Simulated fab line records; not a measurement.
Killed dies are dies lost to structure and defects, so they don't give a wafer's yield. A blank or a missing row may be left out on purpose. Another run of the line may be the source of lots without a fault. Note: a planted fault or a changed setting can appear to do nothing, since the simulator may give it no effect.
fab line records	flow berkeley_cmos170
[record] lots = 15	wafers = 45	last_day = 12
route steps=331 shown NVT@112 SPACER@172 CONTACT@220 M2@290
lots that met no fault: from a run of the same line without faults
start_h: the number of hours between the record's first day and the start of the first shown wafer of the lot	wait_h: hours elapsed since this lot's preceding step	" as in the row above	L1.1+2: a single row standing in for several wafers	- either no value or no given start	* or withheld: withheld	< > ~ a bound
route shown NAME@n: names a module that has steps shown in the file, with the first one's number in the route	usual: mean/standard deviation taken from wafers without a fault	same: alike in all rows	chamber/n: place in a boat	sites: per-site readings	_std_site: their standard deviation	_edge_site: inner sites' mean taken away from outer sites' mean	radius_mm: how far each site lies from the wafer's centre	mask NAME#n: copy n	behind: the last tool/chamber to shape the wafer	hold: the reason the lot was held/the length of the hold in hours/how it ended	device: transistor that didn't switch, given as n, p or np	end of line: tests of these same wafers at the route's end	a step without rows: its recipe alone	killed: dies lost to structure and defects at the first sort, not the wafer's yield	map: per-die view of a wafer (x killed, . not killed, _ where there is no die)
set.NAME: setting as actually run; set.NAME@STEP: the setting as run at that earlier step	model.NAME: the simulator's own value behind a step, which no gauge read
a sample of lots followed through the steps of the route, with each step as a table and each wafer as a row
services: when a tool's chamber went out of use (start_h, in hours from the record's first day, below 0 if earlier), for how many hours, and the reason
[[steps]]
[step UCB170_NVT_STRIP_08]
[recipe] chemistry = O2	power_w = 400	pressure_mtorr = 3500	platen_temp_c = withheld	o2_flow_sccm = 400	overash_fraction = 0.5
[usual] drypump_motor_current_A = 5.8/0.45	o2_flow_sccm = 400.0/1	oes_product_au = 0.734/0.0043	strip_time_to_endpoint_s = 21.65/0.071
lot.wafer	tool	chamber	start_h	wait_h	drypump_motor_current_A	o2_flow_sccm	oes_product_au	rf_hours_counter_h	strip_time_to_endpoint_s
L501.2	plasma_asher-02	0	112.56	0.1	5.8	400.0	0.735	31	21.59
L501.5	"	1	"	"	5.5	399.8	0.734	-	21.64
L501.6	"	0	"	"	5.8	400.7	0.734	-	21.62
L503.1	plasma_asher-04	1	121.55	0.1	6.4	399.3	0.745	44	21.61
L503.2	"	0	"	"	5.3	402.9	0.730	44	21.50
L503.4	"	1	"	"	6.4	399.2	0.726	-	21.60
L504.1	plasma_asher-04	0	129.80	0.1	5.3	400.0	0.733	45	21.55
L504.2	"	1	"	"	6.5	402.2	0.738	45	21.58
L504.5	"	1	"	"	6.5	399.9	0.735	-	21.56
L506.2	plasma_asher-02	0	142.46	0.1	5.8	399.9	0.728	33	21.68
L506.4	"	0	"	"	5.8	401.6	0.733	-	21.68
L506.5	"	1	"	"	5.5	400.3	0.735	-	21.70
L508.1	plasma_asher-03	0	158.32	0.1	6.3	400.9	0.730	4	21.57
L508.3	"	1	"	"	5.5	399.4	0.730	-	21.65
L508.6	"	1	"	"	5.5	398.3	0.728	-	21.57
L507.1	plasma_asher-04	1	158.46	0.1	6.5	398.4	0.735	48	21.65
L507.4	"	1	"	"	6.5	399.2	0.738	-	21.71
L507.5	"	1	"	"	6.5	400.0	0.738	-	21.63
L511.2	plasma_asher-02	1	174.38	0.1	5.5	399.1	0.731	36	21.54
L511.4	"	0	"	"	5.8	400.7	0.726	-	21.48
L511.5	"	0	"	"	5.8	400.0	0.736	-	21.51
L512.2	plasma_asher-04	1	174.50	0.1	6.5	400.4	0.736	49	21.67
L512.5	"	0	"	"	5.3	400.0	0.741	-	21.65
L512.6	"	1	"	"	6.5	399.5	0.733	-	21.66
L510.1	plasma_asher-03	1	174.61	0.1	5.5	398.8	0.726	5	21.75
L510.3	"	1	"	"	5.5	399.6	0.734	-	21.72
L510.5	"	0	"	"	6.2	401.4	0.742	-	21.72
L515.1	plasma_asher-03	0	190.75	0.1	6.3	399.5	0.729	7	21.63
L515.2	"	1	"	"	5.5	399.6	0.730	7	21.62
L515.3	"	1	"	"	5.5	398.7	0.735	-	21.56
L517.1	plasma_asher-03	0	196.61	0.1	6.3	400.5	0.733	7	21.58
L517.5	"	1	"	"	5.5	398.5	0.727	-	21.61
L517.6	"	0	"	"	6.3	399.5	0.741	-	21.64
L518.1	plasma_asher-02	0	202.24	0.1	5.8	400.1	0.731	39	21.72
L518.2	"	1	"	"	5.4	400.9	0.734	39	21.76
L518.3	"	1	"	"	5.4	400.8	0.737	-	21.68
L519.1	plasma_asher-04	0	216.16	0.1	5.2	401.7	0.737	54	21.72
L519.2	"	1	"	"	6.4	398.7	0.733	54	21.72
L519.3	"	0	"	"	5.3	401.0	0.730	-	21.75
L520.3	plasma_asher-03	1	221.93	0.1	5.6	398.5	0.729	-	21.64
L520.5	"	1	"	"	5.5	399.3	0.735	-	21.71
L520.6	"	0	"	"	6.3	399.8	0.738	-	21.68
L522.1	plasma_asher-02	1	226.99	0.1	5.4	399.9	0.735	42	21.70
L522.3	"	1	"	"	5.5	400.4	0.735	-	21.56
L522.4	"	0	"	"	5.8	400.8	0.738	-	21.63
[step UCB170_SPACER_THK_MEAS_01]
[recipe] reads = SiO2_of_SPACER_CVD_00
[usual] SPACER_TEOS_THK = 375/5.2
lot.wafer	tool	chamber	start_h	wait_h	SPACER_TEOS_THK[nm]
L501.2	film_metro-02	-	132.58	0.0	365
L501.5	"	-	"	"	373
L501.6	"	-	"	"	373
L503.1	film_metro-04	-	140.90	0.0	373
L503.2	"	-	"	"	371
L503.4	"	-	"	"	375
L504.1	film_metro-03	-	156.11	0.0	370
L504.2	"	-	"	"	372
L504.5	"	-	"	"	378
L506.2	film_metro-03	-	163.98	0.0	373
L506.4	"	-	"	"	379
L506.5	"	-	"	"	383
L508.1	film_metro-02	-	179.80	0.0	369
L508.3	"	-	"	"	371
L508.6	"	-	"	"	376
L507.1	film_metro-02	-	180.27	0.0	376
L507.4	"	-	"	"	380
L507.5	"	-	"	"	376
L512.2	film_metro-04	-	196.71	0.0	373
L512.5	"	-	"	"	386
L512.6	"	-	"	"	372
L511.2	film_metro-03	-	197.08	0.0	373
L511.4	"	-	"	"	382
L511.5	"	-	"	"	375
L510.1	film_metro-04	-	197.55	0.0	375
L510.3	"	-	"	"	368
L510.5	"	-	"	"	375
L515.1	film_metro-03	-	211.65	0.0	369
L515.2	"	-	"	"	373
L515.3	"	-	"	"	374
L517.1	film_metro-04	-	218.49	0.0	370
L517.5	"	-	"	"	381
L517.6	"	-	"	"	378
L518.1	film_metro-03	-	225.56	0.0	369
L518.2	"	-	"	"	372
L518.3	"	-	"	"	371
L519.1	film_metro-03	-	238.99	0.0	371
L519.2	"	-	"	"	376
L519.3	"	-	"	"	376
L520.3	film_metro-04	-	239.19	0.0	375
L520.5	"	-	"	"	380
L520.6	"	-	"	"	378
L522.1	film_metro-02	-	243.16	0.0	375
L522.3	"	-	"	"	378
L522.4	"	-	"	"	381
[step UCB170_CONTACT_COAT_04]
[recipe] resist = KrF	spin_rpm = 1500	resist_thk_nm = 900
[usual] dispense_pressure_kPa = 51.0/1.9	spin_speed_rpm = 1499.8/0.96
lot.wafer	tool	chamber	start_h	wait_h	dispense_pressure_kPa	spin_speed_rpm
L501.2	litho_track-04	0	146.06	0.1	53.3	1500.4
L501.5	"	0	"	"	53.3	1499.7
L501.6	"	0	"	"	53.3	1500.1
L503.1	litho_track-04	0	154.83	0.1	53.3	1500.0
L503.2	"	0	"	"	53.3	1500.4
L503.4	"	0	"	"	53.3	1498.8
L504.1	litho_track-01	0	171.01	0.1	48.6	1498.7
L504.2	"	0	"	"	48.6	1499.2
L504.5	"	0	"	"	48.6	1499.7
L506.2	litho_track-01	0	178.76	0.1	48.6	1498.6
L506.4	"	0	"	"	48.6	1500.4
L506.5	"	0	"	"	48.6	1500.8
L508.1	litho_track-02	0	193.85	0.1	50.2	1498.5
L508.3	"	0	"	"	50.3	1500.6
L508.6	"	0	"	"	50.3	1500.3
L507.1	litho_track-02	0	194.57	0.1	50.3	1499.0
L507.4	"	0	"	"	50.3	1500.5
L507.5	"	0	"	"	50.3	1499.3
L512.2	litho_track-01	0	209.25	0.1	48.6	1499.2
L512.5	"	0	"	"	48.6	1500.4
L512.6	"	0	"	"	48.6	1499.6
L511.2	litho_track-04	0	209.44	0.1	53.3	1499.9
L511.4	"	0	"	"	53.3	1500.6
L511.5	"	0	"	"	53.3	1500.5
L510.1	litho_track-04	0	211.61	0.1	53.3	1500.2
L510.3	"	0	"	"	53.3	1500.0
L510.5	"	0	"	"	53.3	1499.9
L515.1	litho_track-04	0	226.50	0.1	53.2	1499.8
L515.2	"	0	"	"	53.3	1500.0
L515.3	"	0	"	"	53.3	1501.9
L517.1	litho_track-04	0	229.89	0.1	53.3	1500.3
L517.5	"	0	"	"	53.3	1500.3
L517.6	"	0	"	"	53.3	1499.5
L518.1	litho_track-02	0	242.56	0.1	50.3	1501.4
L518.2	"	0	"	"	50.3	1499.6
L518.3	"	0	"	"	50.3	1498.6
L519.1	litho_track-01	0	251.55	0.1	48.5	1500.1
L519.2	"	0	"	"	48.5	1497.3
L519.3	"	0	"	"	48.6	1498.2
L520.3	litho_track-04	0	253.39	0.1	53.3	1499.5
L520.5	"	0	"	"	53.3	1499.8
L520.6	"	0	"	"	53.3	1499.1
L522.1	litho_track-02	0	256.43	0.1	50.3	1498.4
L522.3	"	0	"	"	50.3	1497.8
L522.4	"	0	"	"	50.3	1497.3
[step UCB170_CONTACT_STRIP_06]
[recipe] chemistry = O2	power_w = 400	pressure_mtorr = 3500	platen_temp_c = withheld	o2_flow_sccm = 400	overash_fraction = 0.5
[usual] drypump_motor_current_A = 5.8/0.45	o2_flow_sccm = 399.7/1.1	oes_product_au = 0.734/0.0043	strip_time_to_endpoint_s = 21.99/0.052
lot.wafer	tool	chamber	start_h	wait_h	drypump_motor_current_A	o2_flow_sccm	oes_product_au	rf_hours_counter_h	strip_time_to_endpoint_s
L501.2	plasma_asher-04	1	146.33	0.1	6.4	399.6	0.738	46	22.01
L501.5	"	0	"	"	5.3	398.6	0.742	-	21.88
L501.6	"	1	"	"	6.4	400.6	0.737	-	21.97
L503.1	plasma_asher-04	1	155.13	0.1	6.5	399.7	0.739	47	21.97
L503.2	"	0	"	"	5.3	400.9	0.744	47	21.94
L503.4	"	0	"	"	5.3	400.6	0.736	-	21.85
L504.1	plasma_asher-03	0	171.31	0.1	6.3	400.1	0.741	5	22.00
L504.2	"	1	"	"	5.5	400.3	0.734	5	22.05
L504.5	"	0	"	"	6.3	400.0	0.734	-	22.13
L506.2	plasma_asher-04	0	179.04	0.1	5.3	400.2	0.728	50	22.00
L506.4	"	1	"	"	6.4	397.9	0.745	-	21.93
L506.5	"	1	"	"	6.4	400.3	0.734	-	22.07
L508.1	plasma_asher-04	1	194.15	0.1	6.5	401.1	0.747	51	22.00
L508.3	"	0	"	"	5.3	399.8	0.734	-	22.05
L508.6	"	0	"	"	5.3	400.7	0.735	-	21.99
L507.1	plasma_asher-04	0	194.87	0.1	5.3	401.0	0.726	51	21.99
L507.4	"	0	"	"	5.3	400.7	0.733	-	22.01
L507.5	"	0	"	"	5.3	400.6	0.735	-	21.98
L512.2	plasma_asher-03	1	209.52	0.1	5.5	397.4	0.730	9	21.97
L512.5	"	0	"	"	6.3	399.3	0.734	-	21.99
L512.6	"	1	"	"	5.5	399.9	0.733	-	21.95
L511.2	plasma_asher-03	0	209.72	0.1	6.3	400.1	0.735	9	21.94
L511.4	"	1	"	"	5.5	401.0	0.734	-	21.91
L511.5	"	0	"	"	6.3	397.9	0.729	-	22.00
L510.1	plasma_asher-03	1	211.91	0.1	5.5	402.6	0.728	9	22.00
L510.3	"	1	"	"	5.5	400.9	0.734	-	21.97
L510.5	"	0	"	"	6.3	398.2	0.726	-	22.04
L515.1	plasma_asher-03	1	226.80	0.1	5.5	400.8	0.739	11	24.31
L515.2	"	0	"	"	6.3	400.6	0.740	11	24.38
L515.3	"	1	"	"	5.5	399.5	0.731	-	24.39
L517.1	plasma_asher-04	0	230.19	0.1	5.3	399.8	0.734	56	24.35
L517.5	"	0	"	"	5.3	398.6	0.733	-	24.34
L517.6	"	1	"	"	6.4	397.8	0.738	-	24.31
L518.1	plasma_asher-03	0	242.86	0.1	6.3	399.8	0.733	12	22.04
L518.2	"	1	"	"	5.5	401.9	0.739	12	21.96
L518.3	"	0	"	"	6.3	398.8	0.736	-	21.94
L519.1	plasma_asher-04	1	251.85	0.1	6.4	400.5	0.732	58	22.05
L519.2	"	0	"	"	5.3	399.2	0.735	58	22.08
L519.3	"	0	"	"	5.3	400.7	0.734	-	22.03
L520.3	plasma_asher-04	0	253.67	0.1	5.3	400.3	0.736	-	24.25
L520.5	"	0	"	"	5.3	399.5	0.734	-	24.31
L520.6	"	1	"	"	6.4	398.7	0.731	-	24.29
L522.1	plasma_asher-04	0	256.73	0.1	5.3	399.9	0.729	59	21.95
L522.3	"	1	"	"	6.4	399.0	0.735	-	21.96
L522.4	"	0	"	"	5.3	398.1	0.729	-	21.97
[step UCB170_M2_STRIP_19]
[recipe] chemistry = O2	power_w = 400	pressure_mtorr = 3500	platen_temp_c = withheld	o2_flow_sccm = 400	overash_fraction = 0.5
[usual] drypump_motor_current_A = 5.9/0.43	o2_flow_sccm = 400.0/1.3	oes_product_au = 0.535/0.017
lot.wafer	tool	chamber	start_h	wait_h	drypump_motor_current_A	o2_flow_sccm	oes_product_au	rf_hours_counter_h
L501.2	plasma_asher-01	0	163.37	0.1	6.1	400.4	0.516	47
L501.5	"	1	"	"	6.3	398.0	0.521	-
L501.6	"	0	"	"	6.2	398.5	0.556	-
L503.1	plasma_asher-04	0	168.36	0.1	5.3	399.3	0.542	49
L503.2	"	1	"	"	6.4	400.3	0.544	49
L503.4	"	0	"	"	5.3	396.8	0.541	-
L504.1	plasma_asher-04	0	190.66	0.1	5.3	398.2	0.528	51
L504.2	"	1	"	"	6.4	398.5	0.554	51
L504.5	"	1	"	"	6.4	400.3	0.520	-
L506.2	plasma_asher-01	1	192.78	0.2	6.3	400.8	0.507	50
L506.4	"	0	"	"	6.1	399.0	0.518	-
L506.5	"	1	"	"	6.3	398.6	0.503	-
L507.1	plasma_asher-04	1	209.30	0.1	6.4	396.6	0.511	53
L507.4	"	1	"	"	6.4	398.8	0.525	-
L507.5	"	0	"	"	5.3	399.8	0.542	-
L508.1	plasma_asher-02	1	209.59	0.1	5.4	400.6	0.540	40
L508.3	"	0	"	"	5.8	398.1	0.543	-
L508.6	"	1	"	"	5.4	399.3	0.547	-
L510.1	plasma_asher-04	0	224.84	0.1	5.3	402.4	0.555	55
L510.3	"	0	"	"	5.3	403.3	0.535	-
L510.5	"	0	"	"	5.3	400.7	0.554	-
L511.2	plasma_asher-01	1	225.21	0.1	6.3	400.9	0.528	54
L511.4	"	0	"	"	6.1	401.4	0.559	-
L511.5	"	1	"	"	6.3	398.5	0.559	-
L512.2	plasma_asher-04	1	225.48	0.1	6.5	401.4	0.502	55
L512.5	"	0	"	"	5.3	398.0	0.502	-
L512.6	"	1	"	"	6.5	399.0	0.547	-
L515.1	plasma_asher-04	0	242.98	0.1	5.3	400.7	0.525	57
L515.2	"	1	"	"	6.4	400.2	0.545	57
L515.3	"	0	"	"	5.3	402.5	0.525	-
L517.1	plasma_asher-04	0	245.82	0.1	5.3	398.3	0.557	57
L517.5	"	1	"	"	6.5	399.4	0.552	-
L517.6	"	0	"	"	5.3	400.9	0.536	-
L518.1	plasma_asher-02	0	259.26	0.1	5.8	399.2	0.510	45
L518.2	"	1	"	"	5.5	398.6	0.551	45
L518.3	"	0	"	"	5.8	399.2	0.548	-
L519.1	plasma_asher-01	0	266.08	0.1	6.1	401.3	0.560	58
L519.2	"	1	"	"	6.3	398.2	0.531	58
L519.3	"	1	"	"	6.3	399.2	0.529	-
L520.3	plasma_asher-04	1	266.51	0.1	6.4	400.4	0.545	-
L520.5	"	1	"	"	6.4	399.7	0.522	-
L520.6	"	0	"	"	5.3	398.3	0.543	-
L522.1	plasma_asher-02	1	269.71	0.1	5.4	399.5	0.538	46
L522.3	"	1	"	"	5.4	397.9	0.513	-
L522.4	"	0	"	"	5.8	401.2	0.537	-
[[services]]
tool	chamber	start_h	hours	kind
plasma_asher-04	-	95.93	6.5	repair
plasma_asher-03	-	108.75	9.0	pm
plasma_asher-03	0	108.75	9.0	vent_cycle
plasma_asher-03	1	108.75	9.0	vent_cycle
plasma_asher-02	-	113.90	3.8	repair
plasma_asher-03	0	117.75	-	clean
plasma_asher-03	1	117.75	-	clean
litho_track-02	-	135.70	-	consumable_replace:filter
plasma_asher-03	-	224.22	1.3	repair
plasma_asher-02	-	234.05	2.1	repair
plasma_asher-03	-	237.70	1.5	repair
[[key]]
[first_sign] step = UCB170_CONTACT_STRIP_06	reading = strip_time_to_endpoint_s	direction = up	sigmas = 45	usual = *	struck = *
effect none on later readings
met_at UCB170_CONTACT_COAT_04
struck_lots L515,L517,L520
tester_left_out L515,L517,L520
not_acting_at UCB170_NVT_STRIP_08,UCB170_SPACER_THK_MEAS_01,UCB170_M2_STRIP_19
onset_between 211.61 226.50
[fault] kind = process_parameter_drift	tool = litho_track-04	chamber = -	onset_h = 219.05	steps = UCB170_CONTACT_COAT_04	channel = resist_thk_nm	offset = *	shape = step	end_h = 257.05	acts_in = *	stated = *
// tester_left_out: of these lots the tester's yield and bins aren't shown, on N5 and GAA mostly nor the transistor test; their killed dies are dies lost to structure and defects alone, not to doping, threshold or leakage, so they don't give the yield
